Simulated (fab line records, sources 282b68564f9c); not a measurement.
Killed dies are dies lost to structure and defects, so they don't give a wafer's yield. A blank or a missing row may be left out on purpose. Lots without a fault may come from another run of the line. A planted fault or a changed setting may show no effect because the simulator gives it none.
fab line records | flow rit_cmos
record lots=7 wafers=21 last_day=7
route steps=202 shown GATE@92 REOX@98 NLDD@103 PLDD@114 SPACER@126 NSD@131 PSD@152
lots that met no fault: from a run of the same line without faults
start_h: hours from the record's first day to the start of the lot's first wafer shown | wait_h: hours since the lot's step before | " the same as in the row above | L1.1+2: a row that stands for several wafers | - no value, or no start given | * or withheld: withheld | < > ~ a bound
route shown NAME@n: a module of which the file shows steps, and the number in the route of the first | usual: mean/standard deviation of fault-free wafers | same: alike in all rows | chamber/n: place in a boat | sites: the reading at each site | _std_site: their standard deviation | _edge_site: outer sites' mean less inner sites' | radius_mm: how far each site lies from the wafer's centre | mask NAME#n: copy n | behind: the tool/chamber that last shaped the wafer | hold: why the lot was held/for how many hours/how that ended | device: the transistor (n, p or np) that didn't switch | end of line: the same wafers' tests at the end of the route | a step without rows: its recipe alone | killed: dies lost to structure and defects at the first sort, not the wafer's yield | map: a wafer's dies, x killed, . not, _ none there
set.NAME: the setting as run; set.NAME@STEP: as run at that earlier step | model.NAME: the simulator's own value behind a step, which no gauge read
lots at some steps of the route; a table a step, a row a wafer
services: from which hour (start_h, from the record's first day; less than 0 if before it) a tool's chamber was out of use, for how many hours, and why
## steps
# step RIT_GATE_CD_MEAS_16
# recipe target_cd_nm=150
# usual cd_nm=148.7/2.5
# columns lot.wafer tool chamber start_h wait_h cd_nm
L431.2 cd_sem-01 - 56.69 - 148.5
L431.3 " - " " 147.1
L431.5 " - " " 147.9
L432.1 cd_sem-01 - 61.06 - 152.5
L432.3 " - " " 153.4
L432.5 " - " " 149.7
L433.1 cd_sem-02 - 66.25 - 145.6
L433.2 " - " " 145.8
L433.5 " - " " 147.4
L445.1 cd_sem-02 - 128.20 - 150.7
L445.2 " - " " 150.0
L445.6 " - " " 149.7
L446.1 cd_sem-01 - 131.22 - 149.2
L446.2 " - " " 147.5
L446.4 " - " " 149.4
L447.1 cd_sem-02 - 136.03 - 149.4
L447.4 " - " " 151.0
L447.5 " - " " 153.3
L450.3 cd_sem-01 - 152.55 - 153.6
L450.5 " - " " 153.5
L450.6 " - " " 152.5
# step RIT_GATE_OVL_MEAS_17
# usual GATE_OVL=-0.5/1.6
# columns lot.wafer tool chamber start_h wait_h GATE_OVL[nm]
L431.2 overlay-01 - 56.80 0.1 -3.1
L431.3 " - " " -0.3
L431.5 " - " " -1.8
L432.1 overlay-02 - 61.18 0.1 0.2
L432.3 " - " " 1.2
L432.5 " - " " 0.2
L433.1 overlay-01 - 66.37 0.1 -1.9
L433.2 " - " " -2.2
L433.5 " - " " -2.3
L445.1 overlay-02 - 128.32 0.1 -1.6
L445.2 " - " " -1.9
L445.6 " - " " -0.9
L446.1 overlay-02 - 131.34 0.1 -2.2
L446.2 " - " " -2.0
L446.4 " - " " -1.9
L447.1 overlay-02 - 136.15 0.1 -0.7
L447.4 " - " " 0.1
L447.5 " - " " -0.9
L450.3 overlay-01 - 152.64 0.1 -0.1
L450.5 " - " " -1.5
L450.6 " - " " -1.1
# step RIT_GATE_HARDBAKE_18
# recipe resist=NOVOLAK temp_c=140 time_s=60
# step RIT_GATE_ETCH_19
# recipe chemistry=SF6/CHF3/O2 time_s=165 SF6_flow_sccm=30 CHF3_flow_sccm=30 O2_flow_sccm=5 target=poly-Si pressure_mtorr=40 rf_w=160 target_depth_a=3125 over_etch_frac=0.25 stop_on=SiO2
# usual drypump_motor_current_A=5.8/0.47 oes_product_au=0.850/0.013 throttle_valve_pct=10.29/0.19
# same over_etch_frac=0.25
# columns lot.wafer tool chamber start_h wait_h drypump_motor_current_A oes_product_au rf_hours_counter_h throttle_valve_pct
L431.2 rie_si-01 3 56.98 0.1 6.4 0.837 23 10.54
L431.3 " 1 " " 5.8 0.845 2 10.24
L431.5 " 1 " " 5.9 0.847 - 10.25
L432.1 rie_si-02 1 61.37 0.1 5.3 0.860 26 9.96
L432.3 " 3 " " 6.1 0.860 145 10.46
L432.5 " 3 " " 6.1 0.860 - 10.45
L433.1 rie_si-01 0 66.55 0.1 6.7 0.873 90 10.29
L433.2 " 2 " " 5.3 0.821 22 10.50
L433.5 " 0 " " 6.6 0.867 - 10.29
L445.1 rie_si-01 2 128.51 0.1 5.3 0.825 23 10.49
L445.2 " 1 " " 5.9 0.852 3 10.25
L445.6 " 2 " " 5.3 0.841 - 10.50
L446.1 rie_si-02 3 131.52 0.1 6.1 0.846 146 10.47
L446.2 " 2 " " 5.4 0.845 28 10.29
L446.4 " 1 " " 5.3 0.847 27 9.98
L447.1 rie_si-01 1 136.34 0.1 5.9 0.850 3 10.23
L447.4 " 3 " " 6.4 0.850 23 10.55
L447.5 " 2 " " 5.3 0.828 - 10.51
L450.3 rie_si-02 2 152.87 0.1 5.5 0.853 29 10.28
L450.5 " 1 " " 5.3 0.836 - 9.98
L450.6 " 0 " " 5.7 0.823 - 10.05
# step RIT_GATE_STRIP_20
# recipe chemistry=O2 time_s=180 resist=NOVOLAK platen_temp_c=withheld power_w=500 pressure_mtorr=4000 o2_flow_sccm=4000
# usual drypump_motor_current_A=5.8/0.44
# columns lot.wafer tool chamber start_h wait_h drypump_motor_current_A rf_hours_counter_h
L431.2 plasma_asher-04 0 57.09 0.1 6.3 41
L431.3 " 1 " " 5.3 -
L431.5 " 0 " " 6.3 -
L432.1 plasma_asher-01 0 61.47 0.1 6.2 39
L432.3 " 0 " " 6.2 -
L432.5 " 0 " " 6.2 -
L433.1 plasma_asher-04 1 66.66 0.1 5.3 42
L433.2 " 0 " " 6.3 42
L433.5 " 0 " " 6.3 -
L445.1 plasma_asher-03 1 128.62 0.1 5.8 37
L445.2 " 0 " " 6.1 37
L445.6 " 1 " " 5.7 -
L446.1 plasma_asher-01 1 131.63 0.1 5.2 2
L446.2 " 0 " " 6.2 2
L446.4 " 1 " " 5.2 -
L447.1 plasma_asher-03 0 136.45 0.1 6.1 38
L447.4 " 1 " " 5.7 -
L447.5 " 1 " " 5.8 -
L450.3 plasma_asher-01 1 153.04 0.1 5.3 -
L450.5 " 0 " " 6.2 -
L450.6 " 1 " " 5.2 -
# step RIT_GATE_CD_MEAS_90
# recipe target_cd_nm=150
# usual cd_nm=148.7/2.5
# columns lot.wafer tool chamber start_h wait_h cd_nm
L431.2 cd_sem-01 - 57.28 0.1 148.9
L431.3 " - " " 146.9
L431.5 " - " " 148.4
L432.1 cd_sem-02 - 61.65 0.1 152.3
L432.3 " - " " 153.0
L432.5 " - " " 149.8
L433.1 cd_sem-02 - 66.84 0.1 146.1
L433.2 " - " " 146.4
L433.5 " - " " 147.4
L445.1 cd_sem-02 - 128.79 0.1 150.2
L445.2 " - " " 149.9
L445.6 " - " " 149.4
L446.1 cd_sem-01 - 131.80 0.1 149.3
L446.2 " - " " 147.0
L446.4 " - " " 149.0
L447.1 cd_sem-01 - 136.62 0.1 149.3
L447.4 " - " " 151.1
L447.5 " - " " 152.7
L450.3 cd_sem-01 - 153.20 0.1 153.7
L450.5 " - " " 153.5
L450.6 " - " " 152.5
# step RIT_REOX_CLEAN_00
# recipe chemistry=SC1 mix=3:3:50 time_s=600 temp_c=75
# step RIT_REOX_CLEAN_01
# recipe chemistry=dHF dilution=50:1 time_s=30
# step RIT_REOX_CLEAN_02
# recipe chemistry=SC2 mix=3:3:50 time_s=600 temp_c=75 dry=n2_spin
# step RIT_REOX_OXIDATION_03
# recipe temp_c=900 ambient=O2 target_thk_a=252 ox_time_s=5580
# step RIT_REOX_THK_MEAS_04
# recipe reads=SiO2_of_REOX_OXIDATION_03
# usual REOX_OXIDE_THK=25.1/0.47
# columns lot.wafer tool chamber start_h wait_h REOX_OXIDE_THK[nm]
L431.2 film_metro-01 - 60.59 0.0 24.8
L431.3 " - " " 24.8
L431.5 " - " " 24.9
L432.1 film_metro-01 - 65.61 0.0 24.2
L432.3 " - " " 24.2
L432.5 " - " " 24.5
L433.1 film_metro-04 - 70.69 0.0 25.5
L433.2 " - " " 25.6
L433.5 " - " " 25.5
L445.1 film_metro-03 - 131.83 0.0 25.2
L445.2 " - " " 24.8
L445.6 " - " " 24.8
L446.1 film_metro-04 - 134.84 0.0 25.1
L446.2 " - " " 24.8
L446.4 " - " " 25.3
L447.1 film_metro-03 - 140.92 0.0 24.3
L447.4 " - " " 24.9
L447.5 " - " " 24.3
L450.3 film_metro-04 - 156.96 0.0 25.1
L450.5 " - " " 25.2
L450.6 " - " " 25.1
# step RIT_NLDD_HMDS_00
# recipe prime_time_s=60 prime_temp_c=140
# step RIT_NLDD_COAT_01
# recipe resist=NOVOLAK spin_rpm=3250 resist_thk_nm=1000
# usual chill_plate_temp_C=22.99/0.11 dispense_pressure_kPa=50/5.9
# columns lot.wafer tool chamber start_h wait_h chill_plate_temp_C dispense_pressure_kPa
L431.2 litho_track-01 - 60.83 0.1 - -
L431.3 " - " " - -
L431.5 " - " " - -
L432.1 litho_track-04 - 65.82 0.1 - -
L432.3 " - " " - -
L432.5 " - " " - -
L433.1 litho_track-04 - 70.95 0.1 - -
L433.2 " - " " - -
L433.5 " - " " - -
L445.1 litho_track-03 0 132.04 0.1 22.91 53
L445.2 " 0 " " 22.84 53
L445.6 " 0 " " 22.92 53
L446.1 litho_track-04 0 135.05 0.1 22.90 56
L446.2 " 0 " " 22.78 56
L446.4 " 0 " " 22.98 57
L447.1 litho_track-01 0 141.13 0.1 23.07 44
L447.4 " 0 " " 23.15 44
L447.5 " 0 " " 22.97 44
L450.3 litho_track-03 0 157.20 0.1 23.09 53
L450.5 " 0 " " 22.99 53
L450.6 " 0 " " 22.93 53
# step RIT_NLDD_SOFTBAKE_02
# recipe resist=NOVOLAK temp_c=90 time_s=60
# step RIT_NLDD_EXPOSE_03
# recipe mask_id=M7 na=0.57 target_cd_nm=40700 dose_mj=250
# step RIT_NLDD_PEB_04
# recipe resist=NOVOLAK temp_c=withheld time_s=withheld
# step RIT_NLDD_DEVELOP_05
# recipe resist=NOVOLAK develop_time_s=50 dev_temp_c=23
# step RIT_NLDD_OVL_MEAS_06
# usual NLDD_OVL=0.4/1.3
# columns lot.wafer tool chamber start_h wait_h NLDD_OVL[nm]
L431.2 overlay-01 - 61.51 - -
L431.3 " - " " -
L431.5 " - " " -
L432.1 overlay-02 - 66.53 - -
L432.3 " - " " -
L432.5 " - " " -
L433.1 overlay-02 - 71.65 - -
L433.2 " - " " -
L433.5 " - " " -
L445.1 overlay-02 - 132.74 - 1.1
L445.2 " - " " 1.3
L445.6 " - " " 1.8
L446.1 overlay-01 - 135.75 - 0.2
L446.2 " - " " 2.0
L446.4 " - " " 1.6
L447.1 overlay-01 - 141.95 - -0.1
L447.4 " - " " 1.3
L447.5 " - " " 1.6
L450.3 overlay-02 - 157.98 - 0.2
L450.5 " - " " -0.9
L450.6 " - " " -1.4
# step RIT_NLDD_HARDBAKE_07
# recipe resist=NOVOLAK temp_c=140 time_s=60
# step RIT_NLDD_IMPLANT_08
# recipe species=P energy_kev=20.21 dose_cm2=5e+14 tilt_deg=7
# step RIT_NLDD_STRIP_09
# recipe chemistry=O2 time_s=180 resist=NOVOLAK platen_temp_c=withheld power_w=500 pressure_mtorr=4000 o2_flow_sccm=4000
# usual drypump_motor_current_A=5.9/0.37
# columns lot.wafer tool chamber start_h wait_h drypump_motor_current_A rf_hours_counter_h
L431.2 plasma_asher-04 0 61.84 0.1 6.3 42
L431.3 " 0 " " 6.3 -
L431.5 " 0 " " 6.3 -
L432.1 plasma_asher-02 1 66.87 0.1 6.0 44
L432.3 " 1 " " 6.0 -
L432.5 " 1 " " 6.0 -
L433.1 plasma_asher-04 0 71.99 0.1 6.3 43
L433.2 " 1 " " 5.3 43
L433.5 " 1 " " 5.3 -
L445.1 plasma_asher-04 0 133.07 0.1 6.3 49
L445.2 " 1 " " 5.3 49
L445.6 " 0 " " 6.3 -
L446.1 plasma_asher-04 1 136.29 0.1 5.3 50
L446.2 " 0 " " 6.3 50
L446.4 " 0 " " 6.3 -
L447.1 plasma_asher-04 1 142.29 0.1 5.3 50
L447.4 " 0 " " 6.3 -
L447.5 " 0 " " 6.3 -
L450.3 plasma_asher-03 0 158.37 0.1 6.1 -
L450.5 " 0 " " 6.1 -
L450.6 " 1 " " 5.8 -
# step RIT_NLDD_TW_MEAS_10
# usual NLDD_TW=2502/16
# columns lot.wafer tool chamber start_h wait_h NLDD_TW
L431.2 film_metro-03 - 62.03 0.1 2525
L431.3 " - " " 2509
L431.5 " - " " 2524
L432.1 film_metro-02 - 67.04 0.1 2489
L432.3 " - " " 2491
L432.5 " - " " 2490
L433.1 film_metro-03 - 72.16 0.1 2516
L433.2 " - " " 2504
L433.5 " - " " 2520
L445.1 film_metro-01 - 133.25 0.1 2502
L445.2 " - " " 2498
L445.6 " - " " 2495
L446.1 film_metro-02 - 136.47 0.1 2499
L446.2 " - " " 2488
L446.4 " - " " 2511
L447.1 film_metro-02 - 142.46 0.1 2502
L447.4 " - " " 2496
L447.5 " - " " 2495
L450.3 film_metro-01 - 158.50 0.1 2492
L450.5 " - " " 2497
L450.6 " - " " 2504
# step RIT_PLDD_HMDS_00
# recipe prime_time_s=60 prime_temp_c=140
# step RIT_PLDD_COAT_01
# recipe resist=NOVOLAK spin_rpm=3250 resist_thk_nm=1000
# step RIT_PLDD_SOFTBAKE_02
# recipe resist=NOVOLAK temp_c=90 time_s=60
# step RIT_PLDD_EXPOSE_03
# recipe mask_id=M8 na=0.57 target_cd_nm=40900 dose_mj=250
# step RIT_PLDD_PEB_04
# recipe resist=NOVOLAK temp_c=withheld time_s=withheld
# step RIT_PLDD_DEVELOP_05
# recipe resist=NOVOLAK develop_time_s=50 dev_temp_c=23
# step RIT_PLDD_OVL_MEAS_06
# usual PLDD_OVL=0.1/1.4
# columns lot.wafer tool chamber start_h wait_h PLDD_OVL[nm]
L431.2 overlay-01 - 62.93 - -0.1
L431.3 " - " " -0.1
L431.5 " - " " 0.5
L432.1 overlay-01 - 68.08 - -2.3
L432.3 " - " " -2.5
L432.5 " - " " -2.0
L433.1 overlay-02 - 73.07 - -1.6
L433.2 " - " " 0.4
L433.5 " - " " -0.8
L445.1 overlay-02 - 134.34 - -2.6
L445.2 " - " " -2.2
L445.6 " - " " -0.1
L446.1 overlay-02 - 137.50 - -0.7
L446.2 " - " " -1.4
L446.4 " - " " -1.7
L447.1 overlay-01 - 143.39 - -1.0
L447.4 " - " " -0.6
L447.5 " - " " -2.5
L450.3 overlay-01 - 159.41 - -2.2
L450.5 " - " " -2.7
L450.6 " - " " 0.2
# step RIT_PLDD_HARDBAKE_07
# recipe resist=NOVOLAK temp_c=140 time_s=60
# step RIT_PLDD_IMPLANT_08
# recipe species=BF2 energy_kev=19.68 dose_cm2=9e+14 tilt_deg=7
# step RIT_PLDD_STRIP_09
# recipe chemistry=O2 time_s=180 resist=NOVOLAK platen_temp_c=withheld power_w=500 pressure_mtorr=4000 o2_flow_sccm=4000
# usual drypump_motor_current_A=5.8/0.44
# columns lot.wafer tool chamber start_h wait_h drypump_motor_current_A rf_hours_counter_h
L431.2 plasma_asher-01 0 63.26 0.1 6.2 39
L431.3 " 0 " " 6.2 -
L431.5 " 1 " " 5.2 -
L432.1 plasma_asher-04 0 68.41 0.1 6.3 43
L432.3 " 0 " " 6.3 -
L432.5 " 0 " " 6.3 -
L433.1 plasma_asher-02 0 73.41 0.1 6.0 45
L433.2 " 1 " " 6.0 45
L433.5 " 1 " " 6.1 -
L445.1 plasma_asher-04 0 134.67 0.1 6.3 50
L445.2 " 1 " " 5.3 50
L445.6 " 0 " " 6.3 -
L446.1 plasma_asher-02 1 137.84 0.1 6.0 52
L446.2 " 0 " " 6.0 52
L446.4 " 0 " " 6.0 -
L447.1 plasma_asher-04 1 143.73 0.1 5.3 50
L447.4 " 0 " " 6.3 -
L447.5 " 1 " " 5.3 -
L450.3 plasma_asher-01 0 159.79 0.1 6.2 -
L450.5 " 0 " " 6.2 -
L450.6 " 1 " " 5.2 -
# step RIT_PLDD_TW_MEAS_10
# usual PLDD_TW=2344/13
# columns lot.wafer tool chamber start_h wait_h hold PLDD_TW
L431.2 film_metro-01 - 63.45 0.1 await_dispo/0.2h/release 2875
L431.3 " - " " await_dispo/0.2h/release 2891
L431.5 " - " " await_dispo/0.2h/release 2885
L431.2 film_metro-01 - 63.68 0.2 - 2874
L431.3 " - " " - 2879
L431.5 " - " " - 2890
L432.1 film_metro-03 - 68.59 0.1 await_dispo/0.2h/release 2892
L432.3 " - " " await_dispo/0.2h/release 2910
L432.5 " - " " await_dispo/0.2h/release 2913
L432.1 film_metro-03 - 68.81 0.2 - 2906
L432.3 " - " " - 2898
L432.5 " - " " - 2896
L433.1 film_metro-03 - 73.59 0.1 await_dispo/0.2h/release 2882
L433.2 " - " " await_dispo/0.2h/release 2897
L433.5 " - " " await_dispo/0.2h/release 2882
L433.1 film_metro-03 - 73.81 0.2 - 2883
L433.2 " - " " - 2886
L433.5 " - " " - 2890
L445.1 film_metro-02 - 134.85 0.1 - 2340
L445.2 " - " " - 2328
L445.6 " - " " - 2335
L446.1 film_metro-02 - 138.01 0.1 - 2337
L446.2 " - " " - 2336
L446.4 " - " " - 2323
L447.1 film_metro-02 - 143.90 0.1 - 2316
L447.4 " - " " - 2338
L447.5 " - " " - 2319
L450.3 film_metro-01 - 159.92 0.1 - 2341
L450.5 " - " " - 2356
L450.6 " - " " - 2341
# step RIT_SPACER_CLEAN_01
# recipe chemistry=dHF dilution=50:1 time_s=30
# step RIT_SPACER_CLEAN_02
# recipe chemistry=SC2 mix=3:3:50 time_s=600 temp_c=75 dry=n2_spin
# step RIT_SPACER_CVD_03
# recipe material=Si3N4 target_thk_nm=250 temp_c=810 precursor=SiH2Cl2/NH3 time_s=3300 pressure_mtorr=300 sih2cl2_flow_sccm=60 nh3_flow_sccm=150
# step RIT_SPACER_THK_MEAS_04
# recipe reads=Si3N4_of_SPACER_CVD_03
# usual SPACER_NITRIDE_THK=249.5/2.4
# columns lot.wafer tool chamber start_h wait_h SPACER_NITRIDE_THK[nm]
L431.2 film_metro-02 - 68.00 0.0 251.0
L431.3 " - " " 249.7
L431.5 " - " " 250.6
L432.1 film_metro-03 - 77.14 0.0 248.7
L432.3 " - " " 247.9
L432.5 " - " " 247.2
L433.1 film_metro-02 - 82.79 0.0 254.0
L433.2 " - " " 254.4
L433.5 " - " " 254.0
L445.1 film_metro-02 - 137.19 0.0 250.1
L445.2 " - " " 248.7
L445.6 " - " " 249.0
L446.1 film_metro-04 - 140.45 0.0 252.1
L446.2 " - " " 250.5
L446.4 " - " " 252.9
L447.1 film_metro-03 - 146.24 0.0 247.6
L447.4 " - " " 248.8
L447.5 " - " " 249.1
L450.3 film_metro-04 - 162.27 0.0 251.4
L450.5 " - " " 248.7
L450.6 " - " " 249.6
# step RIT_SPACER_ETCHBACK_05
# recipe target_depth_a=2500 SF6_flow_sccm=30 CHF3_flow_sccm=30 target=Si3N4 chemistry=SF6/CHF3 pressure_mtorr=40 rf_w=250 time_s=240 stop_on=SiO2
# usual drypump_motor_current_A=5.9/0.3 oes_product_au=0.843/0.013 throttle_valve_pct=10.21/0.14
# columns lot.wafer tool chamber start_h wait_h drypump_motor_current_A oes_product_au rf_hours_counter_h throttle_valve_pct
L431.2 rie_diel-02 0 68.05 0.0 6.0 0.829 21 10.23
L431.3 " 1 " " 6.4 0.830 3 10.23
L431.5 " 0 " " 6.0 0.820 - 10.23
L432.1 rie_diel-04 2 77.20 0.1 6.0 0.845 165 10.27
L432.3 " 0 " " 5.5 0.855 83 10.26
L432.5 " 0 " " 5.5 0.849 - 10.27
L433.1 rie_diel-03 2 82.85 0.1 6.3 0.844 106 9.89
L433.2 " 0 " " 6.3 0.851 47 10.27
L433.5 " 0 " " 6.2 0.844 - 10.27
L445.1 rie_diel-03 2 137.25 0.1 6.3 0.828 107 9.88
L445.2 " 1 " " 5.7 0.852 40 10.50
L445.6 " 0 " " 6.2 0.839 - 10.26
L446.1 rie_diel-03 2 140.51 0.1 6.3 0.851 107 9.87
L446.2 " 3 " " 5.7 0.855 7 10.04
L446.4 " 0 " " 6.3 0.848 49 10.27
L447.1 rie_diel-04 1 146.30 0.1 6.0 0.830 4 10.32
L447.4 " 0 " " 5.5 0.858 84 10.26
L447.5 " 0 " " 5.5 0.853 - 10.25
L450.3 rie_diel-02 3 162.31 0.0 5.5 0.845 6 10.04
L450.5 " 2 " " 5.7 0.851 - 10.23
L450.6 " 3 " " 5.5 0.853 - 10.05
# step RIT_NSD_HMDS_00
# recipe prime_time_s=60 prime_temp_c=140
# step RIT_NSD_COAT_01
# recipe resist=NOVOLAK spin_rpm=3250 resist_thk_nm=1000
# step RIT_NSD_SOFTBAKE_02
# recipe resist=NOVOLAK temp_c=90 time_s=60
# step RIT_NSD_TW_MEAS_10
# usual NSD_TW=3120/19
# columns lot.wafer tool chamber start_h wait_h hold NSD_TW
L431.2 film_metro-02 - 70.17 0.1 await_dispo/0.2h/release 3307
L431.3 " - " " await_dispo/0.2h/release 3302
L431.5 " - " " await_dispo/0.2h/release 3306
L431.2 film_metro-02 - 70.40 0.2 - 3304
L431.3 " - " " - 3291
L431.5 " - " " - 3309
L432.1 film_metro-02 - 79.36 0.1 await_dispo/0.2h/release 3294
L432.3 " - " " await_dispo/0.2h/release 3282
L432.5 " - " " await_dispo/0.2h/release 3288
L432.1 film_metro-02 - 79.59 0.2 - 3295
L432.3 " - " " - 3293
L432.5 " - " " - 3286
L433.1 film_metro-02 - 84.48 0.1 await_dispo/0.2h/release 3286
L433.2 " - " " await_dispo/0.2h/release 3298
L433.5 " - " " await_dispo/0.2h/release 3280
L433.1 film_metro-02 - 84.71 0.2 - 3278
L433.2 " - " " - 3291
L433.5 " - " " - 3282
L445.1 film_metro-03 - 138.89 0.1 - 3147
L445.2 " - " " - 3142
L445.6 " - " " - 3137
L446.1 film_metro-01 - 142.05 0.1 - 3132
L446.2 " - " " - 3117
L446.4 " - " " - 3144
L447.1 film_metro-03 - 147.82 0.1 - 3127
L447.4 " - " " - 3124
L447.5 " - " " - 3157
L450.3 film_metro-03 - 164.05 0.1 - 3135
L450.5 " - " " - 3128
L450.6 " - " " - 3138
# step RIT_PSD_TW_MEAS_10
# usual PSD_TW=3428/23
# columns lot.wafer tool chamber start_h wait_h hold PSD_TW
L431.2 film_metro-01 - 75.68 0.1 await_dispo/0.2h/release 3530
L431.3 " - " " await_dispo/0.2h/release 3547
L431.5 " - " " await_dispo/0.2h/release 3531
L431.2 film_metro-01 - 75.91 0.2 - 3548
L431.3 " - " " - 3540
L431.5 " - " " - 3547
L432.1 film_metro-01 - 84.68 0.1 await_dispo/0.2h/release 3529
L432.3 " - " " await_dispo/0.2h/release 3536
L432.5 " - " " await_dispo/0.2h/release 3525
L432.1 film_metro-01 - 84.91 0.2 - 3513
L432.3 " - " " - 3519
L432.5 " - " " - 3526
L433.1 film_metro-02 - 88.74 0.1 - 3440
L433.2 " - " " - 3459
L433.5 " - " " - 3459
L445.1 film_metro-03 - 140.44 0.1 - 3459
L445.2 " - " " - 3440
L445.6 " - " " - 3476
L446.1 film_metro-01 - 143.47 0.1 - 3423
L446.2 " - " " - 3421
L446.4 " - " " - 3441
L447.1 film_metro-02 - 149.37 0.1 - 3435
L447.4 " - " " - 3426
L447.5 " - " " - 3437
L450.3 film_metro-03 - 165.68 0.1 - 3464
L450.5 " - " " - 3462
L450.6 " - " " - 3457
## services
# columns tool chamber start_h hours kind
plasma_asher-04 - 40.20 13.1 repair
rie_diel-02 0 60.45 4.0 repair
rie_diel-04 2 71.33 - clean
plasma_asher-03 - 71.77 2.8 pm
rie_diel-04 3 77.90 5.4 repair
rie_diel-02 3 101.76 7.7 repair
rie_diel-03 - 105.71 4.3 pm
plasma_asher-01 - 108.75 9.0 pm
plasma_asher-01 0 108.75 9.0 vent_cycle
plasma_asher-01 1 108.75 9.0 vent_cycle
rie_diel-02 - 110.99 0.8 repair
plasma_asher-01 0 117.75 - clean
plasma_asher-01 1 117.75 - clean
rie_si-02 2 122.05 1.1 repair
rie_si-01 3 122.60 12.7 repair
rie_si-02 3 132.47 - clean
rie_si-02 3 132.47 24.4 scheduled_down
rie_si-02 3 132.47 24.4 vent_cycle
plasma_asher-04 - 139.44 1.2 repair
plasma_asher-02 - 152.50 10.0 pm
## key
first_sign step=RIT_NLDD_COAT_01 reading=tool_record direction=missing
effect step=RIT_NLDD_OVL_MEAS_06 reading=NLDD_OVL direction=missing
effect step=RIT_PLDD_TW_MEAS_10 reading=visit direction=added
effect step=RIT_PLDD_TW_MEAS_10 reading=PLDD_TW direction=up sigmas=41 usual=2344 struck=2892
effect step=RIT_NSD_TW_MEAS_10 reading=NSD_TW direction=up sigmas=9.1 usual=3120 struck=3294
effect step=RIT_PSD_TW_MEAS_10 reading=PSD_TW direction=up sigmas=3.4 usual=3428 struck=3506
met_at RIT_NLDD_COAT_01
struck_wafers L431.2,L431.3,L431.5,L432.1,L432.3,L432.5,L433.1,L433.2,L433.5
sort_left_out L431.2,L431.3,L431.5,L432.1,L432.3,L432.5,L433.1,L433.2,L433.5
tester_left_out L431,L432,L433
fault kind=skipped_step_whole tool=litho_track-01,litho_track-04 chamber=- onset_h=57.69 steps=RIT_NLDD_COAT_01 scope=struck_lots_only
# tester_left_out: of these lots the tester's yield and bins aren't shown, on N5 and GAA mostly nor the transistor test; their killed dies are dies lost to structure and defects alone, not to doping, threshold or leakage, so they don't give the yield
# sort_left_out: the simulated sort isn't trusted on such a fault, so these wafers' sort isn't shown, and their yield isn't known
